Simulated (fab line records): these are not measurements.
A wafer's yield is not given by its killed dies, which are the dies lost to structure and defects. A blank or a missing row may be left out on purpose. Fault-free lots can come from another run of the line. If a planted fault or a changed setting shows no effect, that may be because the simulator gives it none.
fab line records + flow ritCmos
[record]
- lots = 13
- wafers = 39
- lastDay = 7
route steps=202 shown GATE@84 CONTACT@169
lots that met no fault: taken from a fault-free run of the same line
startH: hours from the record's first day to the start of the lot's first wafer shown + waitH: hours from the lot's prior step to this one + " the same as in the row above + L1.1+2: one row covering several wafers at once + - either no value or no given start + * or withheld: withheld + < > ~ a bound
route shown NAME@n: NAME is a module with steps in the file, n the number in the route of the first one + usual: mean/standard deviation taken from wafers without a fault + same: alike in all rows + chamber/n: place in a boat + sites: each site's reading + _std_site: standard deviation of those values + _edge_site: outer sites' mean less inner sites' + radiusMm: for every site, how far away it sits from the centre of the wafer + mask NAME#n: copy n + behind: the last tool/chamber to shape the wafer + hold: the reason the lot was held/the length of the hold in hours/how it ended + device: which transistor (n, p or np) failed to switch + end of line: at the end of the route, the tests of the same wafers + where a step has no rows: the recipe by itself + killed: dies that structure and defects cost at the first sort, which is not the same as the wafer's yield + map: a wafer's dies, marking killed ones x, the rest . and places with no die _
set.NAME: setting as actually run; set.NAME@STEP: the setting as run at that earlier step + model.NAME: the simulator's own value behind a step, which no gauge read
one table for each step of the route and one row for each wafer, over a sample of lots
services: a tool's chamber out of use, with start hour (startH, from the record's first day; less than 0 if before it), hours out, and reason
[[steps]]
[step RIT_GATE_CVD_08]
[recipe]
- material = poly-Si
- targetThkNm = 250
- tempC = 610
- precursor = SiH4
- timeS = 2220
- pressureMtorr = 300
- sih4FlowSccm = 100
[same]
- timeS = 2220
| lot.wafer  | tool     | chamber | startH | waitH |
|------------|----------|---------|--------|-------|
| L726.2+4+5 | lpcvd-01 | 1       | 33.22  | 0.0   |
| L727.2+4+5 | lpcvd-02 | 0       | 38.80  | 0.0   |
| L728.2+3+5 | lpcvd-02 | 1       | 44.75  | 0.0   |
| L729.1+3+4 | lpcvd-01 | 1       | 49.03  | 0.1   |
| L730.1+5+6 | lpcvd-02 | 1       | 53.50  | 0.1   |
| L731.1+2+5 | lpcvd-01 | 0       | 58.16  | 0.1   |
| L732.1+2+3 | lpcvd-01 | 1       | 64.63  | 0.1   |
| L732.1+2+3 | lpcvd-02 | 1       | 66.41  | 0.2   |
| L733.4+5+6 | lpcvd-02 | 1       | 69.09  | 0.0   |
| L738.2+4+6 | lpcvd-02 | 1       | 95.34  | 0.0   |
| L738.2+4+6 | lpcvd-02 | 1       | 97.93  | 0.2   |
| L739.2+3+5 | lpcvd-01 | 0       | 103.46 | 0.0   |
| L739.2+3+5 | lpcvd-01 | 0       | 105.25 | 0.2   |
| L744.1+2+5 | lpcvd-02 | 0       | 133.95 | 0.1   |
| L745.1+3+5 | lpcvd-01 | 0       | 137.16 | 0.1   |
| L746.4+5+6 | lpcvd-01 | 1       | 139.75 | 0.0   |
[step RIT_GATE_THK_MEAS_09]
[recipe]
- reads = poly-Si_of_GATE_CVD_08
[usual]
- GATE_POLY_THK = 250.3/2
| lot.wafer | tool         | chamber | startH | waitH | GATE_POLY_THK[nm] |
|-----------|--------------|---------|--------|-------|-------------------|
| L726.2    | filmMetro-01 | -       | 34.85  | 0.0   | 251.1             |
| L726.4    | "            | -       | "      | "     | 250.9             |
| L726.5    | "            | -       | "      | "     | 249.8             |
| L727.2    | filmMetro-03 | -       | 40.43  | 0.0   | 253.3             |
| L727.4    | "            | -       | "      | "     | 253.3             |
| L727.5    | "            | -       | "      | "     | 254.1             |
| L728.2    | filmMetro-02 | -       | 46.38  | 0.0   | 253.1             |
| L728.3    | "            | -       | "      | "     | 250.9             |
| L728.5    | "            | -       | "      | "     | 251.8             |
| L729.1    | filmMetro-01 | -       | 50.65  | 0.0   | 248.7             |
| L729.3    | "            | -       | "      | "     | 250.8             |
| L729.4    | "            | -       | "      | "     | 249.9             |
| L730.1    | filmMetro-03 | -       | 55.12  | 0.0   | 250.6             |
| L730.5    | "            | -       | "      | "     | 251.9             |
| L730.6    | "            | -       | "      | "     | 248.8             |
| L731.1    | filmMetro-03 | -       | 59.78  | 0.0   | 249.1             |
| L731.2    | "            | -       | "      | "     | 246.7             |
| L731.5    | "            | -       | "      | "     | 248.4             |
| L732.1    | filmMetro-03 | -       | 68.03  | 0.0   | 500.4             |
| L732.2    | "            | -       | "      | "     | 498.6             |
| L732.3    | "            | -       | "      | "     | 498.9             |
| L733.4    | filmMetro-01 | -       | 70.74  | 0.0   | 252.1             |
| L733.5    | "            | -       | "      | "     | 247.2             |
| L733.6    | "            | -       | "      | "     | 250.4             |
| L738.2    | filmMetro-02 | -       | 100.36 | 0.0   | 501.5             |
| L738.4    | "            | -       | "      | "     | 498.7             |
| L738.6    | "            | -       | "      | "     | 505.9             |
| L739.2    | filmMetro-01 | -       | 106.88 | 0.0   | 490.7             |
| L739.3    | "            | -       | "      | "     | 495.2             |
| L739.5    | "            | -       | "      | "     | 496.9             |
| L744.1    | filmMetro-03 | -       | 136.37 | 0.0   | 250.3             |
| L744.2    | "            | -       | "      | "     | 249.2             |
| L744.5    | "            | -       | "      | "     | 249.7             |
| L745.1    | filmMetro-03 | -       | 138.78 | 0.0   | 246.7             |
| L745.3    | "            | -       | "      | "     | 248.2             |
| L745.5    | "            | -       | "      | "     | 247.6             |
| L746.4    | filmMetro-03 | -       | 141.40 | 0.0   | 248.1             |
| L746.5    | "            | -       | "      | "     | 248.9             |
| L746.6    | "            | -       | "      | "     | 246.7             |
[step RIT_GATE_ETCH_19]
[recipe]
- chemistry = SF6/CHF3/O2
- timeS = 165
- SF6_flow_sccm = 30
- CHF3_flow_sccm = 30
- O2_flow_sccm = 5
- target = poly-Si
- pressureMtorr = 40
- rfW = 160
- targetDepthA = 3125
- overEtchFrac = 0.25
- stopOn = SiO2
[usual]
- chamberPressureMTorr = 40.00/0.036
- drypumpMotorCurrentA = 5.4/0.35
- oesProductAu = 0.847/0.013
- throttleValvePct = 10.23/0.13
[same]
- timeS = 165
| lot.wafer | tool     | chamber | startH | waitH | chamberPressureMTorr | drypumpMotorCurrentA | oesProductAu | rfHoursCounterH | throttleValvePct |
|-----------|----------|---------|--------|-------|----------------------|----------------------|--------------|-----------------|------------------|
| L726.2    | rieSi-02 | 0       | 36.05  | 0.1   | 40.03                | 5.5                  | 0.858        | 1               | 10.21            |
| L726.4    | "        | 1       | "      | "     | 40.03                | 5.9                  | 0.845        | 28              | 10.20            |
| L726.5    | "        | 2       | "      | "     | 40.00                | 5.7                  | 0.845        | -               | 10.11            |
| L727.2    | rieSi-01 | 0       | 41.85  | 0.1   | 40.03                | 4.9                  | 0.863        | 51              | 10.02            |
| L727.4    | "        | 2       | "      | "     | 39.98                | 5.8                  | 0.854        | 100             | 10.29            |
| L727.5    | "        | 2       | "      | "     | 39.99                | 5.8                  | 0.842        | -               | 10.29            |
| L728.2    | rieSi-02 | 3       | 47.71  | 0.1   | 40.04                | 5.2                  | 0.827        | 72              | 10.30            |
| L728.3    | "        | 1       | "      | "     | 40.04                | 5.9                  | 0.840        | 29              | 10.20            |
| L728.5    | "        | 3       | "      | "     | 40.00                | 5.2                  | 0.833        | -               | 10.30            |
| L729.1    | rieSi-01 | 1       | 52.00  | 0.1   | 40.03                | 5.5                  | 0.869        | 149             | 10.50            |
| L729.3    | "        | 3       | "      | "     | 39.97                | 4.9                  | 0.841        | 75              | 10.18            |
| L729.4    | "        | 0       | "      | "     | 39.99                | 4.9                  | 0.851        | 51              | 10.04            |
| L730.1    | rieSi-02 | 3       | 56.50  | 0.1   | 40.03                | 5.2                  | 0.822        | 72              | 10.30            |
| L730.5    | "        | 2       | "      | "     | 40.01                | 5.7                  | 0.851        | -               | 10.12            |
| L730.6    | "        | 3       | "      | "     | 40.02                | 5.2                  | 0.826        | -               | 10.30            |
| L731.1    | rieSi-01 | 2       | 61.00  | 0.1   | 40.03                | 5.8                  | 0.841        | 100             | 10.28            |
| L731.2    | "        | 3       | "      | "     | 39.98                | 4.9                  | 0.833        | 75              | 10.17            |
| L731.5    | "        | 1       | "      | "     | 40.04                | 5.5                  | 0.860        | -               | 10.49            |
| L732.1    | rieSi-02 | 0       | 69.82  | 0.1   | 39.98                | 5.5                  | 1.010        | 2               | 10.22            |
| L732.2    | "        | 3       | "      | "     | 39.97                | 5.2                  | 0.955        | 72              | 10.31            |
| L732.3    | "        | 1       | "      | "     | 40.02                | 5.9                  | 0.998        | 29              | 10.20            |
| L733.4    | rieSi-01 | 2       | 72.05  | 0.1   | 40.02                | 5.8                  | 0.850        | 100             | 10.30            |
| L733.5    | "        | 2       | "      | "     | 39.96                | 5.8                  | 0.842        | -               | 10.29            |
| L733.6    | "        | 3       | "      | "     | 40.00                | 4.9                  | 0.841        | -               | 10.17            |
| L738.2    | rieSi-02 | 0       | 101.94 | 0.1   | 40.05                | 5.5                  | 1.008        | 2               | 10.22            |
| L738.4    | "        | 2       | "      | "     | 40.00                | 5.7                  | 0.992        | 112             | 10.10            |
| L738.6    | "        | 0       | "      | "     | 40.03                | 5.5                  | 1.007        | -               | 10.20            |
| L739.2    | rieSi-01 | 2       | 108.32 | 0.1   | 40.08                | 5.8                  | 0.985        | 100             | 10.30            |
| L739.3    | "        | 1       | "      | "     | 39.97                | 5.5                  | 1.017        | 150             | 10.49            |
| L739.5    | "        | 0       | "      | "     | 40.05                | 4.9                  | 0.993        | -               | 10.03            |
| L744.1    | rieSi-02 | 0       | 137.71 | 0.1   | 39.91                | 5.5                  | 0.849        | 2               | 10.21            |
| L744.2    | "        | 2       | "      | "     | 40.01                | 5.7                  | 0.850        | 112             | 10.10            |
| L744.5    | "        | 3       | "      | "     | 40.00                | 5.2                  | 0.821        | -               | 10.30            |
| L745.1    | rieSi-01 | 3       | 140.13 | 0.1   | 40.03                | 4.9                  | 0.837        | 76              | 10.16            |
| L745.3    | "        | 2       | "      | "     | 40.07                | 5.8                  | 0.838        | 101             | 10.29            |
| L745.5    | "        | 2       | "      | "     | 40.01                | 5.8                  | 0.839        | -               | 10.29            |
| L746.4    | rieSi-02 | 1       | 142.58 | 0.1   | 39.96                | 5.9                  | 0.836        | 29              | 10.18            |
| L746.5    | "        | 0       | "      | "     | 40.03                | 5.5                  | 0.858        | -               | 10.20            |
| L746.6    | "        | 3       | "      | "     | 40.01                | 5.2                  | 0.818        | -               | 10.30            |
[step RIT_CONTACT_THK_MEAS_01]
[recipe]
- reads = SiO2_of_CONTACT_CVD_00
[usual]
- CONTACT_TEOS_THK = 399/4.8
| lot.wafer | tool         | chamber | startH | waitH | CONTACT_TEOS_THK[nm] |
|-----------|--------------|---------|--------|-------|----------------------|
| L726.2    | filmMetro-03 | -       | 49.71  | 0.0   | 400                  |
| L726.4    | "            | -       | "      | "     | 398                  |
| L726.5    | "            | -       | "      | "     | 405                  |
| L727.2    | filmMetro-04 | -       | 55.34  | 0.0   | 390                  |
| L727.4    | "            | -       | "      | "     | 402                  |
| L727.5    | "            | -       | "      | "     | 404                  |
| L728.2    | filmMetro-03 | -       | 61.38  | 0.0   | 397                  |
| L728.3    | "            | -       | "      | "     | 399                  |
| L728.5    | "            | -       | "      | "     | 405                  |
| L729.1    | filmMetro-01 | -       | 65.51  | 0.0   | 401                  |
| L729.3    | "            | -       | "      | "     | 400                  |
| L729.4    | "            | -       | "      | "     | 405                  |
| L730.1    | filmMetro-03 | -       | 70.08  | 0.0   | 397                  |
| L730.5    | "            | -       | "      | "     | 402                  |
| L730.6    | "            | -       | "      | "     | 402                  |
| L731.1    | filmMetro-04 | -       | 74.92  | 0.0   | 395                  |
| L731.2    | "            | -       | "      | "     | 392                  |
| L731.5    | "            | -       | "      | "     | 405                  |
| L733.4    | filmMetro-04 | -       | 86.40  | 0.0   | 409                  |
| L733.5    | "            | -       | "      | "     | 407                  |
| L733.6    | "            | -       | "      | "     | 408                  |
| L744.1    | filmMetro-03 | -       | 152.20 | 0.0   | 399                  |
| L744.2    | "            | -       | "      | "     | 396                  |
| L744.5    | "            | -       | "      | "     | 408                  |
| L745.1    | filmMetro-01 | -       | 156.18 | 0.0   | 397                  |
| L745.3    | "            | -       | "      | "     | 396                  |
| L745.5    | "            | -       | "      | "     | 401                  |
| L746.4    | filmMetro-04 | -       | 157.77 | 0.0   | 397                  |
| L746.5    | "            | -       | "      | "     | 393                  |
| L746.6    | "            | -       | "      | "     | 400                  |
[[services]]
| tool     | chamber | startH | hours | kind          |
|----------|---------|--------|-------|---------------|
| rieSi-01 | -       | 69.51  | 0.6   | repair        |
| rieSi-01 | 1       | 113.01 | -     | clean         |
| rieSi-01 | 1       | 113.01 | 15.0  | scheduledDown |
| rieSi-01 | 1       | 113.01 | 15.0  | ventCycle     |
| rieSi-01 | 0       | 137.03 | 6.4   | repair        |
[[key]]
[firstSign]
- step = RIT_GATE_CVD_08
- reading = visit
- direction = added
[effect]
- step = RIT_GATE_THK_MEAS_09
- reading = GATE_POLY_THK
- direction = up
- sigmas = 99+
- usual = 250.3
- struck = 498.5
[effect]
- step = RIT_GATE_ETCH_19
- reading = oesProductAu
- direction = up
- sigmas = 11
- usual = 0.847
- struck = 0.996
metAt RIT_GATE_CVD_08
struckLots L732,L738,L739
laterRowsLeftOut L732.1,L732.2,L732.3,L738.2,L738.4,L738.6,L739.2,L739.3,L739.5
sortLeftOut L732.1,L732.2,L732.3,L738.2,L738.4,L738.6,L739.2,L739.3,L739.5
testerLeftOut L732,L738,L739
notActingAt RIT_CONTACT_THK_MEAS_01
[fault]
- kind = repeatedStepWhole
- tool = lpcvd-01,lpcvd-02
- chamber = -
- onsetH = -
- steps = RIT_GATE_CVD_08
- times = 1
- scope = struckLotsOnly
// testerLeftOut: of these lots the tester's yield and bins aren't shown, on N5 and GAA mostly nor the transistor test; their killed dies are dies lost to structure and defects alone, not to doping, threshold or leakage, so they don't give the yield
// sortLeftOut: the simulated sort isn't trusted on such a fault, so these wafers' sort isn't shown, and their yield isn't known
// laterRowsLeftOut: the simulator's readings of these wafers behind a module that went badly wrong aren't trusted and aren't shown, but for the sort
